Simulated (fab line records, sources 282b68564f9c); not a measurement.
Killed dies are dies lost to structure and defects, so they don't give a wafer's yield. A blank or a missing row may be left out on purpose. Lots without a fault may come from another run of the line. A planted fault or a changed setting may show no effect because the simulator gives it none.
fab line records | flow rit_cmos
record lots=6 wafers=18 last_day=7
route steps=202 shown ACTIVE@11 FOX1@20 FOX2@23 NWELL@28 PWELL@39 WELLDRIVE@50 SILICIDE@161 M1@202
lots that met no fault: from a run of the same line without faults
start_h: hours from the record's first day to the start of the lot's first wafer shown | wait_h: hours since the lot's step before | " the same as in the row above | L1.1+2: a row that stands for several wafers | - no value, or no start given | * or withheld: withheld | < > ~ a bound
route shown NAME@n: a module of which the file shows steps, and the number in the route of the first | usual: mean/standard deviation of fault-free wafers | same: alike in all rows | chamber/n: place in a boat | sites: the reading at each site | _std_site: their standard deviation | _edge_site: outer sites' mean less inner sites' | radius_mm: how far each site lies from the wafer's centre | mask NAME#n: copy n | behind: the tool/chamber that last shaped the wafer | hold: why the lot was held/for how many hours/how that ended | device: the transistor (n, p or np) that didn't switch | end of line: the same wafers' tests at the end of the route | a step without rows: its recipe alone | killed: dies lost to structure and defects at the first sort, not the wafer's yield | map: a wafer's dies, x killed, . not, _ none there
set.NAME: the setting as run; set.NAME@STEP: as run at that earlier step | model.NAME: the simulator's own value behind a step, which no gauge read
lots at some steps of the route; a table a step, a row a wafer
services: from which hour (start_h, from the record's first day; less than 0 if before it) a tool's chamber was out of use, for how many hours, and why
## steps
# step RIT_ACTIVE_DEVELOP_10
# recipe resist=NOVOLAK develop_time_s=50 dev_temp_c=23
# step RIT_ACTIVE_CD_MEAS_11
# recipe target_cd_nm=1400
# usual cd_nm=1400.1/1.5
# columns lot.wafer tool chamber start_h wait_h cd_nm
L648.2 cd_sem-01 - 21.13 - 1398.9
L648.3 " - " " 1400.0
L648.5 " - " " 1402.8
L656.3 cd_sem-02 - 59.81 - 1397.9
L656.5 " - " " 1398.5
L656.6 " - " " 1397.2
L660.1 cd_sem-02 - 79.95 - 1403.5
L660.5 " - " " 1403.7
L660.6 " - " " 1403.4
L661.1 cd_sem-01 - 85.92 - 1400.2
L661.3 " - " " 1399.6
L661.4 " - " " 1400.2
L664.2 cd_sem-02 - 100.08 - 1398.4
L664.3 " - " " 1398.9
L664.5 " - " " 1398.3
L668.1 cd_sem-01 - 120.19 - 1399.4
L668.3 " - " " 1401.0
L668.5 " - " " 1399.3
# step RIT_ACTIVE_HARDBAKE_12
# recipe resist=NOVOLAK temp_c=140 time_s=60
# step RIT_ACTIVE_ETCH_13
# recipe stop_on=SiO2 chemistry=SF6 target=Si3N4 time_s=210 over_etch_frac=0.4 SF6_flow_sccm=200 pressure_mtorr=260 rf_w=125 target_depth_a=2100
# usual drypump_motor_current_A=5.7/0.35 oes_product_au=0.825/0.012 throttle_valve_pct=7.46/0.12
# columns lot.wafer tool chamber start_h wait_h drypump_motor_current_A oes_product_au rf_hours_counter_h throttle_valve_pct
L648.2 rie_diel-03 1 21.38 0.1 5.9 0.827 2 7.47
L648.3 " 0 " " 5.7 0.814 68 7.36
L648.5 " 1 " " 5.9 0.837 - 7.48
L656.3 rie_diel-01 0 60.04 0.1 5.8 0.822 5 7.46
L656.5 " 0 " " 5.8 0.827 - 7.44
L656.6 " 1 " " 5.6 0.824 - 7.64
L660.1 rie_diel-02 0 80.22 0.1 6.2 0.804 160 7.72
L660.5 " 3 " " 5.8 0.841 - 7.63
L660.6 " 0 " " 6.2 0.810 - 7.70
L661.1 rie_diel-01 2 86.23 0.1 5.6 0.841 146 7.47
L661.3 " 3 " " 5.3 0.824 15 7.43
L661.4 " 0 " " 5.8 0.832 6 7.45
L664.2 rie_diel-01 0 100.33 0.1 5.8 0.840 6 7.44
L664.3 " 2 " " 5.5 0.850 146 7.50
L664.5 " 2 " " 5.6 0.856 - 7.49
L668.1 rie_diel-01 2 120.46 0.1 5.6 0.847 147 7.48
L668.3 " 3 " " 5.3 0.811 15 7.43
L668.5 " 0 " " 5.8 0.826 - 7.45
# step RIT_ACTIVE_STRIP_14
# recipe chemistry=O2 time_s=180 resist=NOVOLAK platen_temp_c=withheld power_w=500 pressure_mtorr=4000 o2_flow_sccm=4000
# usual drypump_motor_current_A=5.6/0.47 o2_flow_sccm=4000/13
# columns lot.wafer tool chamber start_h wait_h drypump_motor_current_A o2_flow_sccm rf_hours_counter_h
L648.2 plasma_asher-03 0 21.51 0.1 4.9 4011 36
L648.3 " 0 " " 4.8 4008 -
L648.5 " 1 " " 5.4 4002 -
L656.3 plasma_asher-01 0 60.23 0.1 5.8 4012 -
L656.5 " 1 " " 5.3 4011 -
L656.6 " 0 " " 5.8 4011 -
L660.1 plasma_asher-03 0 80.36 0.1 4.8 4003 43
L660.5 " 0 " " 4.8 3982 -
L660.6 " 1 " " 5.3 3988 -
L661.1 plasma_asher-04 1 86.37 0.1 5.7 3993 45
L661.3 " 0 " " 6.3 4014 -
L661.4 " 1 " " 5.7 3990 -
L664.2 plasma_asher-01 0 100.46 0.1 5.8 4006 31
L664.3 " 1 " " 5.3 4001 -
L664.5 " 1 " " 5.4 4001 -
L668.1 plasma_asher-04 1 120.59 0.1 5.7 4002 49
L668.3 " 1 " " 5.7 3991 -
L668.5 " 1 " " 5.7 3988 -
# step RIT_ACTIVE_CD_MEAS_90
# recipe target_cd_nm=1400
# usual cd_nm=1400.2/1.5
# columns lot.wafer tool chamber start_h wait_h cd_nm
L648.2 cd_sem-01 - 21.71 0.1 1398.5
L648.3 " - " " 1400.1
L648.5 " - " " 1402.9
L656.3 cd_sem-01 - 60.38 0.1 1397.7
L656.5 " - " " 1397.9
L656.6 " - " " 1397.6
L660.1 cd_sem-01 - 80.53 0.1 1403.7
L660.5 " - " " 1403.9
L660.6 " - " " 1403.0
L661.1 cd_sem-01 - 86.54 0.1 1399.7
L661.3 " - " " 1399.3
L661.4 " - " " 1400.7
L664.2 cd_sem-02 - 100.65 0.1 1398.3
L664.3 " - " " 1398.9
L664.5 " - " " 1398.4
L668.1 cd_sem-01 - 120.76 0.1 1399.6
L668.3 " - " " 1401.2
L668.5 " - " " 1399.0
# step RIT_ACTIVE_CLEAN_15
# recipe chemistry=SC1 mix=3:3:50 time_s=600 temp_c=75
# step RIT_ACTIVE_CLEAN_16
# recipe chemistry=dHF dilution=50:1 time_s=30
# step RIT_ACTIVE_CLEAN_17
# recipe chemistry=SC2 mix=3:3:50 time_s=600 temp_c=75 dry=n2_spin
# step RIT_FOX1_OXIDATION_00
# recipe temp_c=1100 ambient=H2O target_thk_a=3507 p_h2o_torr=720 ox_time_s=1130
# step RIT_FOX1_THK_MEAS_01
# recipe reads=SiO2_of_FOX1_OXIDATION_00
# usual FOX1_OXIDE_THK=351/6.4
# columns lot.wafer tool chamber start_h wait_h FOX1_OXIDE_THK[nm]
L648.2 film_metro-02 - 26.11 0.0 342
L648.3 " - " " 341
L648.5 " - " " 345
L656.3 film_metro-02 - 63.52 0.0 350
L656.5 " - " " 357
L656.6 " - " " 346
L660.1 film_metro-02 - 83.05 0.0 343
L660.5 " - " " 347
L660.6 " - " " 344
L661.1 film_metro-02 - 88.34 0.0 353
L661.3 " - " " 361
L661.4 " - " " 356
L664.2 film_metro-04 - 102.49 0.0 358
L664.3 " - " " 356
L664.5 " - " " 354
L668.1 film_metro-04 - 123.25 0.0 341
L668.3 " - " " 342
L668.5 " - " " 349
# step RIT_FOX1_WET_ETCH_02
# recipe chemistry=BOE target_depth_nm=350 time_s=390 temp_c=21.5 dry=n2_spin dilution=10:1 target=SiO2
# step RIT_FOX2_OXIDATION_00
# recipe temp_c=1100 ambient=H2O target_thk_a=3507 p_h2o_torr=720 ox_time_s=1130
# usual spike_tc_centre_C=1102.5/0.93 spike_tc_load_C=1124.6/2.2 zone_power_centre_pct=53.0/2.5
# columns lot.wafer tool chamber start_h wait_h spike_tc_centre_C spike_tc_load_C zone_power_centre_pct model.SiO2_of_FOX2_OXIDATION_00.thk_nm
L648.2 furnace-01 0 27.45 1.2 1103.1 1122.4 52.4 359.1
L648.3 " 0 " " 1101.9 1121.8 53.2 357.9
L648.5 " 0 " " 1102.5 1121.7 52.2 356.4
L656.3 furnace-04 0 63.67 0.0 1105.5 1127.3 51.9 352.8
L656.5 " 0 " " 1102.2 1125.6 52.2 345.6
L656.6 " 0 " " 1104.2 1127.3 51.9 349.7
L660.1 furnace-04 0 83.31 0.1 1112.0 1135.4 51.9 359.1
L660.5 " 0 " " 1113.2 1135.1 51.5 359.6
L660.6 " 0 " " 1113.1 1136.6 51.0 365.4
L661.1 furnace-04 0 88.52 0.0 1111.7 1136.3 51.6 365.9
L661.3 " 0 " " 1112.5 1135.2 52.7 365
L661.4 " 0 " " 1113.4 1135.8 52.8 365.9
L664.2 furnace-01 0 102.65 0.0 1104.2 1121.7 51.8 342.1
L664.3 " 0 " " 1101.4 1121.0 50.8 340.6
L664.5 " 0 " " 1100.9 1123.3 51.6 342.3
L668.1 furnace-01 0 124.33 0.9 1101.8 1122.1 51.7 355.9
L668.3 " 0 " " 1101.7 1123.2 52.3 358.4
L668.5 " 0 " " 1102.9 1122.1 53.0 358.8
# step RIT_FOX2_THK_MEAS_01
# recipe reads=SiO2_of_FOX2_OXIDATION_00
# usual FOX2_OXIDE_THK=350/6.5
# columns lot.wafer tool chamber start_h wait_h FOX2_OXIDE_THK[nm]
L648.2 film_metro-03 - 28.77 0.0 359
L648.3 " - " " 358
L648.5 " - " " 356
L656.3 film_metro-04 - 65.01 0.0 352
L656.5 " - " " 346
L656.6 " - " " 349
L660.1 film_metro-03 - 84.63 0.0 359
L660.5 " - " " 359
L660.6 " - " " 365
L661.1 film_metro-01 - 89.83 0.0 366
L661.3 " - " " 365
L661.4 " - " " 366
L664.2 film_metro-04 - 103.98 0.0 342
L664.3 " - " " 341
L664.5 " - " " 342
L668.1 film_metro-04 - 125.64 0.0 355
L668.3 " - " " 358
L668.5 " - " " 359
# step RIT_FOX2_CLEAN_02
# recipe chemistry=dHF dilution=50:1 time_s=180
# step RIT_FOX2_WET_ETCH_03
# recipe chemistry=H3PO4 target=Si3N4 target_depth_nm=195 temp_c=165 time_s=2700
# step RIT_FOX2_THK_MEAS_90
# recipe reads=SiO2_of_FOX2_OXIDATION_00
# usual FIELD_OXIDE_LEFT_1_THK=323/6.5
# columns lot.wafer tool chamber start_h wait_h FIELD_OXIDE_LEFT_1_THK[nm]
L648.2 film_metro-03 - 29.65 0.0 332
L648.3 " - " " 331
L648.5 " - " " 329
L656.3 film_metro-01 - 65.96 0.0 325
L656.5 " - " " 318
L656.6 " - " " 322
L660.1 film_metro-04 - 85.57 0.0 333
L660.5 " - " " 333
L660.6 " - " " 339
L661.1 film_metro-04 - 91.47 0.0 338
L661.3 " - " " 338
L661.4 " - " " 338
L664.2 film_metro-01 - 104.85 0.0 315
L664.3 " - " " 314
L664.5 " - " " 315
L668.1 film_metro-04 - 126.59 0.0 329
L668.3 " - " " 331
L668.5 " - " " 332
# step RIT_NWELL_HMDS_00
# recipe prime_time_s=60 prime_temp_c=140
# step RIT_NWELL_COAT_01
# recipe resist=NOVOLAK spin_rpm=2000 resist_thk_nm=1300
# step RIT_NWELL_SOFTBAKE_02
# recipe resist=NOVOLAK temp_c=90 time_s=60
# step RIT_NWELL_EXPOSE_03
# recipe mask_id=M2 na=0.57 target_cd_nm=43900 dose_mj=250
# step RIT_NWELL_PEB_04
# recipe resist=NOVOLAK temp_c=withheld time_s=withheld
# step RIT_NWELL_DEVELOP_05
# recipe resist=NOVOLAK develop_time_s=68 dev_temp_c=23
# step RIT_NWELL_OVL_MEAS_06
# usual NWELL_OVL=0.7/1.5
# columns lot.wafer tool chamber start_h wait_h NWELL_OVL[nm]
L648.2 overlay-01 - 30.73 - 2.0
L648.3 " - " " 2.0
L648.5 " - " " 3.5
L656.3 overlay-01 - 67.02 - -0.6
L656.5 " - " " 0.8
L656.6 " - " " 0.3
L660.1 overlay-02 - 86.61 - 1.3
L660.5 " - " " 2.2
L660.6 " - " " 2.6
L661.1 overlay-01 - 92.53 - -0.2
L661.3 " - " " -1.4
L661.4 " - " " 0.3
L664.2 overlay-01 - 105.91 - -3.4
L664.3 " - " " 0.4
L664.5 " - " " -0.3
L668.1 overlay-02 - 127.66 - -3.1
L668.3 " - " " -2.7
L668.5 " - " " 0.3
# step RIT_NWELL_HARDBAKE_07
# recipe resist=NOVOLAK temp_c=140 time_s=120
# step RIT_NWELL_IMPLANT_08
# recipe species=P energy_kev=170 dose_cm2=5e+13 tilt_deg=7
# step RIT_NWELL_STRIP_09
# recipe chemistry=O2 time_s=180 resist=NOVOLAK platen_temp_c=withheld power_w=500 pressure_mtorr=4000 o2_flow_sccm=4000
# usual drypump_motor_current_A=5.6/0.51 o2_flow_sccm=4001/13
# columns lot.wafer tool chamber start_h wait_h drypump_motor_current_A o2_flow_sccm rf_hours_counter_h
L648.2 plasma_asher-02 0 31.16 0.1 5.3 4013 36
L648.3 " 0 " " 5.3 4020 -
L648.5 " 1 " " 6.0 3982 -
L656.3 plasma_asher-04 0 67.50 0.1 6.3 3993 -
L656.5 " 1 " " 5.7 3993 -
L656.6 " 0 " " 6.3 3999 -
L660.1 plasma_asher-04 0 87.08 0.1 6.3 4007 45
L660.5 " 0 " " 6.3 4013 -
L660.6 " 1 " " 5.7 3985 -
L661.1 plasma_asher-04 1 92.97 0.1 5.7 4003 46
L661.3 " 1 " " 5.7 4007 -
L661.4 " 0 " " 6.3 4007 -
L664.2 plasma_asher-03 1 106.34 0.1 5.3 3998 46
L664.3 " 1 " " 5.3 4004 -
L664.5 " 1 " " 5.3 3975 -
L668.1 plasma_asher-03 0 128.09 0.1 4.8 3999 49
L668.3 " 1 " " 5.3 3991 -
L668.5 " 1 " " 5.3 3997 -
# step RIT_NWELL_TW_MEAS_10
# usual NWELL_TW=2169/11
# columns lot.wafer tool chamber start_h wait_h NWELL_TW
L648.2 film_metro-04 - 31.34 0.1 2164
L648.3 " - " " 2166
L648.5 " - " " 2161
L656.3 film_metro-04 - 67.64 0.1 2157
L656.5 " - " " 2166
L656.6 " - " " 2171
L660.1 film_metro-01 - 87.26 0.1 2174
L660.5 " - " " 2171
L660.6 " - " " 2177
L661.1 film_metro-01 - 93.14 0.1 2164
L661.3 " - " " 2163
L661.4 " - " " 2164
L664.2 film_metro-02 - 106.53 0.1 2154
L664.3 " - " " 2151
L664.5 " - " " 2142
L668.1 film_metro-04 - 128.27 0.1 2166
L668.3 " - " " 2165
L668.5 " - " " 2163
# step RIT_PWELL_HMDS_00
# recipe prime_time_s=60 prime_temp_c=140
# step RIT_PWELL_COAT_01
# recipe resist=NOVOLAK spin_rpm=2000 resist_thk_nm=1300
# step RIT_PWELL_SOFTBAKE_02
# recipe resist=NOVOLAK temp_c=90 time_s=60
# step RIT_PWELL_EXPOSE_03
# recipe mask_id=M3 na=0.57 target_cd_nm=43700 dose_mj=250
# step RIT_PWELL_PEB_04
# recipe resist=NOVOLAK temp_c=withheld time_s=withheld
# step RIT_PWELL_DEVELOP_05
# recipe resist=NOVOLAK develop_time_s=68 dev_temp_c=23
# step RIT_PWELL_OVL_MEAS_06
# usual PWELL_OVL=0.0/1.4
# columns lot.wafer tool chamber start_h wait_h PWELL_OVL[nm]
L648.2 overlay-01 - 32.40 - 0.9
L648.3 " - " " 1.0
L648.5 " - " " 0.7
L656.3 overlay-02 - 68.70 - 0.9
L656.5 " - " " 0.6
L656.6 " - " " 0.7
L660.1 overlay-01 - 88.33 - -1.4
L660.5 " - " " 1.3
L660.6 " - " " 0.2
L661.1 overlay-02 - 94.08 - -0.1
L661.3 " - " " -0.2
L661.4 " - " " -1.4
L664.2 overlay-02 - 107.59 - -1.0
L664.3 " - " " -0.4
L664.5 " - " " -1.1
L668.1 overlay-01 - 129.47 - -0.4
L668.3 " - " " 0.1
L668.5 " - " " -0.3
# step RIT_PWELL_HARDBAKE_07
# recipe resist=NOVOLAK temp_c=140 time_s=120
# step RIT_PWELL_IMPLANT_08
# recipe species=B energy_kev=170 dose_cm2=7e+13 tilt_deg=7
# step RIT_PWELL_STRIP_09
# recipe chemistry=O2 time_s=180 resist=NOVOLAK platen_temp_c=withheld power_w=500 pressure_mtorr=4000 o2_flow_sccm=4000
# usual drypump_motor_current_A=5.7/0.34 o2_flow_sccm=4001/12
# columns lot.wafer tool chamber start_h wait_h drypump_motor_current_A o2_flow_sccm rf_hours_counter_h
L648.2 plasma_asher-04 1 32.83 0.1 5.6 3982 40
L648.3 " 0 " " 6.3 4011 -
L648.5 " 0 " " 6.3 4006 -
L656.3 plasma_asher-02 0 69.18 0.1 5.3 3996 -
L656.5 " 0 " " 5.3 4020 -
L656.6 " 1 " " 6.1 3992 -
L660.1 plasma_asher-04 1 88.76 0.1 5.7 3998 46
L660.5 " 0 " " 6.3 4006 -
L660.6 " 1 " " 5.7 3993 -
L661.1 plasma_asher-01 0 94.52 0.1 5.7 3988 30
L661.3 " 0 " " 5.7 3992 -
L661.4 " 1 " " 5.4 4016 -
L664.2 plasma_asher-01 0 108.02 0.1 5.8 4007 31
L664.3 " 0 " " 5.8 3980 -
L664.5 " 1 " " 5.4 3993 -
L668.1 plasma_asher-01 0 129.90 0.1 5.7 4006 34
L668.3 " 1 " " 5.3 3998 -
L668.5 " 0 " " 5.8 4002 -
# step RIT_PWELL_TW_MEAS_10
# usual PWELL_TW=960/4.9
# columns lot.wafer tool chamber start_h wait_h PWELL_TW
L648.2 film_metro-04 - 33.02 0.1 960
L648.3 " - " " 962
L648.5 " - " " 963
L656.3 film_metro-04 - 69.32 0.1 957
L656.5 " - " " 958
L656.6 " - " " 962
L660.1 film_metro-04 - 88.94 0.1 958
L660.5 " - " " 956
L660.6 " - " " 955
L661.1 film_metro-01 - 94.69 0.1 966
L661.3 " - " " 965
L661.4 " - " " 965
L664.2 film_metro-04 - 108.21 0.1 962
L664.3 " - " " 960
L664.5 " - " " 961
L668.1 film_metro-04 - 130.08 0.1 959
L668.3 " - " " 957
L668.5 " - " " 956
# step RIT_WELLDRIVE_ANNEAL_00
# recipe temp_c=1100 time_s=14700 ambient=N2
# step RIT_WELLDRIVE_RS_MEAS_01
# recipe thk_meas_gauge=four-point-probe
# usual NWELL_RS=275.1/0.75
# columns lot.wafer tool chamber start_h wait_h NWELL_RS[ohm/sq]
L648.2 film_metro-04 - 38.51 0.0 274.8
L648.3 " - " " 274.5
L648.5 " - " " 274.3
L656.3 film_metro-02 - 75.46 0.0 274.5
L656.5 " - " " 275.8
L656.6 " - " " 275.8
L660.1 film_metro-02 - 95.61 0.0 275.1
L660.5 " - " " 274.6
L660.6 " - " " 274.1
L661.1 film_metro-02 - 99.84 0.0 277.4
L661.3 " - " " 277.1
L661.4 " - " " 277.0
L664.2 film_metro-01 - 114.26 0.0 275.4
L664.3 " - " " 275.1
L664.5 " - " " 275.6
L668.1 film_metro-04 - 135.22 0.0 275.4
L668.3 " - " " 274.5
L668.5 " - " " 274.3
# step RIT_WELLDRIVE_RS_MEAS_02
# recipe thk_meas_gauge=four-point-probe
# usual PWELL_RS=429.3/1.1
# columns lot.wafer tool chamber start_h wait_h PWELL_RS[ohm/sq]
L648.2 film_metro-04 - 38.63 0.1 429.0
L648.3 " - " " 429.7
L648.5 " - " " 429.0
L656.3 film_metro-02 - 75.58 0.1 428.1
L656.5 " - " " 430.2
L656.6 " - " " 429.8
L660.1 film_metro-02 - 95.73 0.1 429.7
L660.5 " - " " 428.9
L660.6 " - " " 428.6
L661.1 film_metro-02 - 99.96 0.1 430.1
L661.3 " - " " 428.7
L661.4 " - " " 429.4
L664.2 film_metro-01 - 114.38 0.1 426.9
L664.3 " - " " 427.9
L664.5 " - " " 427.7
L668.1 film_metro-04 - 135.34 0.1 428.4
L668.3 " - " " 430.0
L668.5 " - " " 429.2
# step RIT_SILICIDE_WET_ETCH_00
# recipe chemistry=BOE target=SiO2 target_depth_nm=14 time_s=15 dry=n2_spin dilution=10:1 temp_c=21.5
# usual bath_heat_duty_pct=1.7/0.37
# columns lot.wafer tool chamber start_h wait_h bath_heat_duty_pct model.SiO2_of_FOX2_OXIDATION_00.thk_nm
L648.2 wet_bench-02 1 62.56 0.1 1.6 158.9
L648.3 " 1 " " 1.6 157.6
L648.5 " 1 " " 1.6 156.3
L656.3 wet_bench-03 3 100.44 0.1 1.3 152.5
L656.5 " 3 " " 2.4 145.3
L656.6 " 3 " " 1.0 150
L660.1 wet_bench-02 3 119.44 0.1 1.7 160.2
L660.5 " 3 " " 1.2 161.5
L660.6 " 3 " " 1.8 166.5
L661.1 wet_bench-03 3 123.32 0.1 1.3 165.9
L661.3 " 3 " " 1.7 163.3
L661.4 " 3 " " 2.3 164.6
L664.2 wet_bench-02 0 138.01 0.1 1.7 142.5
L664.3 " 0 " " 1.8 142.3
L664.5 " 0 " " 2.3 142.7
L668.1 wet_bench-03 1 160.04 0.1 1.5 155
L668.3 " 1 " " 1.8 157.3
L668.5 " 1 " " 1.1 157.1
# step RIT_M1_PROBE_99
# usual killed_at_contacts=0.1/0.31 killed_at_front_end=6.3/2.7 killed_dies=6.4/2.7 killed_open=3.3/2 killed_short=3/1.8
# same gross_dies=264 killed_at_M0_to_M3=0 killed_at_M4_up=0 killed_at_back_side=0 killed_at_other=0
# columns lot.wafer tool chamber start_h wait_h killed_at_contacts killed_at_front_end killed_dies killed_open killed_short model.etest.field_n.vt_v
L648.2 prober-01 - 70.88 0.1 0 4 4 4 0 35.83
L648.3 prober-01 - 70.93 0.2 0 6 6 2 4 35.66
L648.5 prober-01 - 71.03 0.2 1 2 3 2 1 35.47
L656.3 prober-02 - 107.47 0.2 0 4 4 2 2 35.01
L656.5 prober-02 - 107.57 0.2 1 3 4 3 1 33.94
L656.6 prober-02 - 107.62 0.2 0 6 6 4 2 34.51
L660.1 prober-01 - 126.46 0.1 0 11 11 7 4 35.69
L660.5 prober-01 - 126.66 0.2 0 6 6 2 4 35.8
L660.6 prober-01 - 126.71 0.2 0 4 4 2 2 36.65
L661.1 prober-02 - 130.12 0.1 0 5 5 3 2 36.66
L661.3 prober-02 - 130.22 0.2 0 5 5 2 3 36.52
L661.4 prober-02 - 130.27 0.2 0 6 6 4 2 36.58
L664.2 prober-01 - 144.85 0.1 0 7 7 4 3 33.78
L664.3 prober-01 - 144.90 0.2 0 7 7 4 3 33.58
L664.5 prober-01 - 145.00 0.2 0 13 13 6 6 33.79
L668.1 prober-01 - 167.17 0.1 1 0 1 0 1 35.35
L668.3 prober-01 - 167.27 0.2 0 9 9 8 1 35.47
L668.5 prober-01 - 167.37 0.2 0 12 12 1 9 35.63
# killed by level:class
L648.2 FOX1:geometric_particle:open=2 GATE:geometric_particle:open=1 SPACER:geometric_particle:open=1
L648.3 SPACER:geometric_particle:short=2 SILICIDE:geometric_particle:short=2 GATE:geometric_particle:open=1 SPACER:geometric_particle:open=1
L648.5 GATE:geometric_particle:open=1 SILICIDE:geometric_particle:open=1 CONTACT:geometric_particle:short=1
L656.3 GATE:geometric_particle:open=2 GATE:geometric_particle:short=1 SILICIDE:geometric_particle:short=1
L656.5 FOX2:geometric_particle:open=1 GATE:geometric_particle:open=1 SPACER:geometric_particle:open=1 CONTACT:geometric_particle:short=1
L656.6 GATE:geometric_particle:open=3 GATE:geometric_particle:short=1 REOX:geometric_particle:open=1 SILICIDE:geometric_particle:short=1
L660.1 SPACER:geometric_particle:open=5 GATE:geometric_particle:short=3 GATE:geometric_particle:open=2 SPACER:geometric_particle:short=1
L660.5 SPACER:geometric_particle:short=2 GATE:geometric_particle:open=1 GATE:geometric_particle:short=1 REOX:geometric_particle:short=1 REOX:geometric_particle:open=1
L660.6 FOX2:geometric_particle:open=1 FOX2:geometric_particle:short=1 GATE:geometric_particle:open=1 GATE:geometric_particle:short=1
L661.1 FOX1:geometric_particle:open=1 FOX2:geometric_particle:short=1 GATE:geometric_particle:open=1 REOX:geometric_particle:open=1 SPACER:geometric_particle:short=1
L661.3 FOX1:geometric_particle:short=1 GATE:geometric_particle:short=1 GATE:geometric_particle:open=1 REOX:geometric_particle:open=1 SILICIDE:geometric_particle:short=1
L661.4 GATE:geometric_particle:open=2 FOX1:geometric_particle:open=1 FOX2:geometric_particle:open=1 FOX2:geometric_particle:short=1 REOX:geometric_particle:short=1
L664.2 GATE:geometric_particle:open=3 GATE:geometric_particle:short=2 FOX1:geometric_particle:short=1 REOX:geometric_particle:open=1
L664.3 SPACER:geometric_particle:open=2 SILICIDE:geometric_particle:open=2 FOX1:geometric_particle:short=1 GATE:geometric_particle:short=1 REOX:geometric_particle:short=1
L664.5 REOX:geometric_particle:short=3 REOX:geometric_particle:open=2 SILICIDE:geometric_particle:open=2 SILICIDE:geometric_particle:short=2 FOX1:geometric_particle:open=1 GATE:geometric_particle:open=1 GATE:geometric_particle:short=1 NWELL:coat_microbubble_printed=1
L668.1 CONTACT:geometric_particle:short=1
L668.3 SILICIDE:geometric_particle:open=3 GATE:geometric_particle:open=2 FOX1:geometric_particle:open=1 SPACER:geometric_particle:open=1 FOX2:geometric_particle:open=1 SILICIDE:geometric_particle:short=1
L668.5 GATE:geometric_particle:short=4 SILICIDE:geometric_particle:short=2 PWELL:coat_microbubble_printed=2 FOX1:geometric_particle:short=1 FOX2:geometric_particle:short=1 REOX:geometric_particle:open=1 SPACER:geometric_particle:short=1
## services
# columns tool chamber start_h hours kind
furnace-04 - 9.69 3.2 pm
plasma_asher-02 - 11.82 2.8 pm
plasma_asher-01 - 12.92 11.9 repair
rie_diel-01 2 16.12 5.0 repair
furnace-04 - 24.22 1.5 repair
rie_diel-03 2 30.35 3.8 repair
rie_diel-01 0 33.20 5.7 repair
rie_diel-01 3 39.64 14.1 repair
plasma_asher-04 - 68.49 0.4 repair
rie_diel-01 - 73.54 2.8 pm
rie_diel-02 3 92.04 2.6 repair
rie_diel-02 0 98.03 - clean
plasma_asher-02 - 108.75 9.0 pm
plasma_asher-02 0 108.75 9.0 vent_cycle
plasma_asher-02 1 108.75 9.0 vent_cycle
rie_diel-03 3 115.72 6.7 repair
plasma_asher-02 0 117.75 - clean
plasma_asher-02 1 117.75 - clean
rie_diel-01 2 135.85 16.0 repair
plasma_asher-04 - 144.55 14.6 pm
plasma_asher-03 - 153.05 2.8 pm
furnace-01 - 153.07 4.6 pm
rie_diel-03 2 158.64 4.8 repair
rie_diel-01 1 159.22 - clean
## key
first_sign step=RIT_FOX2_OXIDATION_00 reading=spike_tc_centre_C direction=up sigmas=11 usual=1102.5 struck=1112.7
effect step=RIT_FOX2_OXIDATION_00 reading=spike_tc_load_C direction=up sigmas=5.1 usual=1124.6 struck=1135.7
effect step=RIT_FOX2_THK_MEAS_01 reading=FOX2_OXIDE_THK direction=up sigmas=2.1 usual=350 struck=363
effect step=RIT_FOX2_THK_MEAS_90 reading=FIELD_OXIDE_LEFT_1_THK direction=up sigmas=2.1 usual=323 struck=336
model_effect step=RIT_FOX2_OXIDATION_00 value=SiO2_of_FOX2_OXIDATION_00.thk_nm without=347.8 struck=363.5
model_effect step=RIT_SILICIDE_WET_ETCH_00 value=SiO2_of_FOX2_OXIDATION_00.thk_nm without=148 struck=163.7
model_effect step=RIT_M1_PROBE_99 value=etest.field_n.vt_v without=34.21 struck=36.32
met_at RIT_FOX2_OXIDATION_00
struck_wafers L660.1,L660.5,L660.6,L661.1,L661.3,L661.4
tester_left_out L660,L661
onset_between 63.67 83.31
fault kind=process_parameter_drift tool=furnace-04 chamber=- onset_h=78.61 steps=RIT_FOX2_OXIDATION_00 channel=temp_c offset=* shape=step end_h=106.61 acts_in=* stated=*
# tester_left_out: of these lots the tester's yield and bins aren't shown, on N5 and GAA mostly nor the transistor test; their killed dies are dies lost to structure and defects alone, not to doping, threshold or leakage, so they don't give the yield
